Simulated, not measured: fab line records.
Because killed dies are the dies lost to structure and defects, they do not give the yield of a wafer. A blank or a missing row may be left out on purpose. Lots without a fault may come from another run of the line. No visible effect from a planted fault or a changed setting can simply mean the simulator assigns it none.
Which of the tools did it? | flow berkeley-cmos170 | 14 lots with 42 wafers sampled at 4 steps, on a route of 331 steps

WHAT THE GAUGES SHOWED, per wafer
UCB170_M2_OVL_MEAS_16.
lot  | measured     | on         | M2_OVL (nm)
L207 | day 8 19:16  | overlay-02 | 2 -4 1
L210 | day 9 07:41  | overlay-02 | 5 3 0
L209 | day 9 08:18  | overlay-02 | -2 1 -2
L211 | day 9 07:56  | overlay-01 | 7 -1 0
L212 | day 9 19:22  | overlay-02 | 9 -5 0
L214 | day 9 19:04  | overlay-02 | 2 5 -8
L215 | day 10 09:48 | overlay-01 | 2 12 7
L217 | day 11 05:00 | overlay-02 | 6 7 5
L216 | day 11 06:10 | overlay-02 | 4 11 6
L220 | day 11 05:38 | overlay-01 | 4 -1 6
L221 | day 12 00:49 | overlay-01 | 2 -3 -3
L223 | day 12 02:16 | overlay-01 | 9 4 9
L222 | day 12 02:36 | overlay-02 | 8 7 2
L225 | day 12 11:28 | overlay-01 | -8 -4 0

EACH LOT AND THE TOOL THAT RAN IT (in order: tool; ch and the chambers of the sampled wafers; start)
lot  | UCB170_NLDD_STRIP_10                 | UCB170_PSD_STRIP_09                  | UCB170_CONTACT_ETCH_17
L207 | plasma-asher-03 ch 0,1, day 7 06:19  | plasma-asher-01 ch 0,1, day 7 16:58  | rie-diel-04 ch 1,2,3, day 8 04:48
L210 | plasma-asher-02 ch 0,1, day 8 03:06  | plasma-asher-03 ch 0,1, day 8 09:50  | rie-diel-04 ch 0,1,2, day 8 17:40
L209 | plasma-asher-04 ch 0,1, day 8 03:11  | plasma-asher-04 ch 0,1, day 8 10:07  | rie-diel-02 ch 0,1,2, day 8 21:21
L211 | plasma-asher-03 ch 0,1, day 8 03:22  | plasma-asher-01 ch 0,1, day 8 09:55  | rie-diel-02 ch 0,2,3, day 8 18:44
L212 | plasma-asher-02 ch 0,1, day 8 10:27  | plasma-asher-01 ch 0,1, day 8 19:11  | rie-diel-03 ch 1,2,3, day 9 07:39
L214 | plasma-asher-03 ch 0,1, day 8 10:41  | plasma-asher-04 ch 0,1, day 8 18:43  | rie-diel-04 ch 0,1,2, day 9 06:49
L215 | plasma-asher-02 ch 1, day 9 03:46    | plasma-asher-03 ch 0,1, day 9 10:53  | rie-diel-04 ch 0,2,3, day 9 22:05
L217 | plasma-asher-03 ch 0,1, day 9 19:07  | plasma-asher-03 ch 0,1, day 10 02:33 | rie-diel-03 ch 0,1,2, day 10 16:50
L216 | plasma-asher-02 ch 0,1, day 9 19:11  | plasma-asher-01 ch 1, day 10 02:40   | rie-diel-02 ch 1,2,3, day 10 16:55
L220 | plasma-asher-03 ch 0,1, day 9 22:01  | plasma-asher-04 ch 0, day 10 02:19   | rie-diel-04 ch 0,1,2, day 10 17:02
L221 | plasma-asher-02 ch 0,1, day 10 16:08 | plasma-asher-04 ch 0,1, day 11 03:01 | rie-diel-04 ch 0,1,2, day 11 14:46
L223 | plasma-asher-03 ch 0,1, day 10 16:11 | plasma-asher-01 ch 0,1, day 11 03:19 | rie-diel-04 ch 0,2,3, day 11 15:10
L222 | plasma-asher-04 ch 0,1, day 10 16:16 | plasma-asher-03 ch 0,1, day 11 02:53 | rie-diel-03 ch 2,3, day 11 15:19
L225 | plasma-asher-02 ch 0,1, day 11 12:48 | plasma-asher-04 ch 0,1, day 11 18:20 | rie-diel-04 ch 1,2,3, day 12 03:14
- UCB170_NLDD_STRIP_10: strips in O2.
- UCB170_PSD_STRIP_09: strips in O2.
- UCB170_CONTACT_ETCH_17: etches BARC in N2/H2.

WHAT THE TOOLS THEMSELVES READ (means of the sampled wafers that have a number; where no wafer has one, the mark that the record gives instead)
UCB170_NLDD_STRIP_10.
lot  | tool            | drypump-motor-current-A (A) | oes-product-au (a.u.) | strip-time-to-endpoint-s (s)
L207 | plasma-asher-03 | 4.7                         | 0.733                 | 21.57
L210 | plasma-asher-02 | 6.4                         | 0.735                 | 21.61
L209 | plasma-asher-04 | 5.1                         | 0.732                 | 21.54
L211 | plasma-asher-03 | 4.8                         | 0.733                 | 21.51
L212 | plasma-asher-02 | 6.1                         | 0.736                 | 21.59
L214 | plasma-asher-03 | 4.8                         | 0.736                 | 21.53
L215 | plasma-asher-02 | 5.8                         | 0.738                 | 21.67
L217 | plasma-asher-03 | 4.8                         | 0.733                 | 21.56
L216 | plasma-asher-02 | 6.1                         | 0.734                 | 21.58
L220 | plasma-asher-03 | 4.8                         | 0.733                 | 21.60
L221 | plasma-asher-02 | 6.4                         | 0.739                 | 21.59
L223 | plasma-asher-03 | 4.8                         | 0.732                 | 21.61
L222 | plasma-asher-04 | 5.1                         | 0.735                 | 21.54
L225 | plasma-asher-02 | 6.1                         | 0.737                 | 21.51

UCB170_PSD_STRIP_09.
lot  | tool            | drypump-motor-current-A (A) | oes-product-au (a.u.) | strip-time-to-endpoint-s (s)
L207 | plasma-asher-01 | 6.1                         | 0.600                 | 29.33
L210 | plasma-asher-03 | 4.8                         | 0.592                 | 29.44
L209 | plasma-asher-04 | 5.1                         | 0.603                 | 29.45
L211 | plasma-asher-01 | 6.1                         | 0.599                 | 29.46
L212 | plasma-asher-01 | 6.1                         | 0.601                 | 29.36
L214 | plasma-asher-04 | 5.1                         | 0.596                 | 29.21
L215 | plasma-asher-03 | 4.8                         | 0.602                 | 29.43
L217 | plasma-asher-03 | 4.8                         | 0.600                 | 29.32
L216 | plasma-asher-01 | 6.0                         | 0.598                 | 29.37
L220 | plasma-asher-04 | 5.1                         | 0.601                 | 29.37
L221 | plasma-asher-04 | 5.1                         | 0.599                 | 29.33
L223 | plasma-asher-01 | 6.1                         | 0.597                 | 29.37
L222 | plasma-asher-03 | 4.8                         | 0.595                 | 29.40
L225 | plasma-asher-04 | 5.2                         | 0.602                 | 29.34

UCB170_CONTACT_ETCH_17.
lot  | tool        | drypump-motor-current-A (A) | h2-flow-sccm (sccm) | oes-product-au (a.u.) | throttle-valve-pct (%)
L207 | rie-diel-04 | 5.9                         | 199.8               | 0.989                 | 13.27
L210 | rie-diel-04 | 5.8                         | 199.6               | 0.996                 | 13.17
L209 | rie-diel-02 | 5.2                         | 199.7               | 1.008                 | 13.29
L211 | rie-diel-02 | 5.2                         | 200.0               | 1.010                 | 13.21
L212 | rie-diel-03 | 6.0                         | 200.1               | 1.010                 | 13.31
L214 | rie-diel-04 | 5.8                         | 200.6               | 0.999                 | 13.18
L215 | rie-diel-04 | 5.5                         | 200.1               | 0.980                 | 13.24
L217 | rie-diel-03 | 5.9                         | 200.3               | 0.991                 | 13.28
L216 | rie-diel-02 | 5.2                         | 200.1               | 1.007                 | 13.31
L220 | rie-diel-04 | 5.8                         | 200.0               | 0.989                 | 13.17
L221 | rie-diel-04 | 5.8                         | 199.5               | 0.990                 | 13.17
L223 | rie-diel-04 | 5.5                         | 200.0               | 0.910                 | 13.23
L222 | rie-diel-03 | 6.2                         | 200.0               | 0.994                 | 13.29
L225 | rie-diel-04 | 5.9                         | 199.9               | 0.918                 | 13.25

THE ANSWER, worked out from the rows above alone
Rule: the lots themselves supply what counts as usual. The widest of any qualifying gaps counts: lots, ordered by their means at a reading, are off when they make up no more than a third of the lots, leave a main group of 4 or more, and stand apart from it by 3 or more times the standard deviation of that group's means. A main group whose means are all the same, to the digits that the tables above print for the reading, isn't used. A lot without any number at a reading at which 4 lots or more have one is off too. All remaining lots with rows at the step are treated as sound. The gauges are gone through in route order, then the tools' own readings, and for those a lot's mean is taken as printed above. At the first step where some lot is off, the reading lying furthest off is the one used; lots without a number count as furthest.
Off: L223, L225 (UCB170_CONTACT_ETCH_17, oes-product-au). Mean 0.997 a.u. and standard deviation 0.0095 in the main group.
If a tool, at that step or one of the process steps before it, ran each lot that is off and ran no sound lot following the first of them, it fits. One fits: UCB170_CONTACT_ETCH_17 on rie-diel-04. Its last sound lot is L221 (day 11 14:46), its first lot that is off L223 (day 11 15:10): a fault that began between those two fits.
The tool's own readings at UCB170_CONTACT_ETCH_17 bear it out: on the lots that are off they differ by more than 5 times the standard deviation of the sound lots' means. oes-product-au reads 0.914 a.u. there against 0.997 a.u. on the sound lots.

WHAT THE SIMULATOR PUT IN
rie-diel-04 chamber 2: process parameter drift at UCB170_CONTACT_ETCH_17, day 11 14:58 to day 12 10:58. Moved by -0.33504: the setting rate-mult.
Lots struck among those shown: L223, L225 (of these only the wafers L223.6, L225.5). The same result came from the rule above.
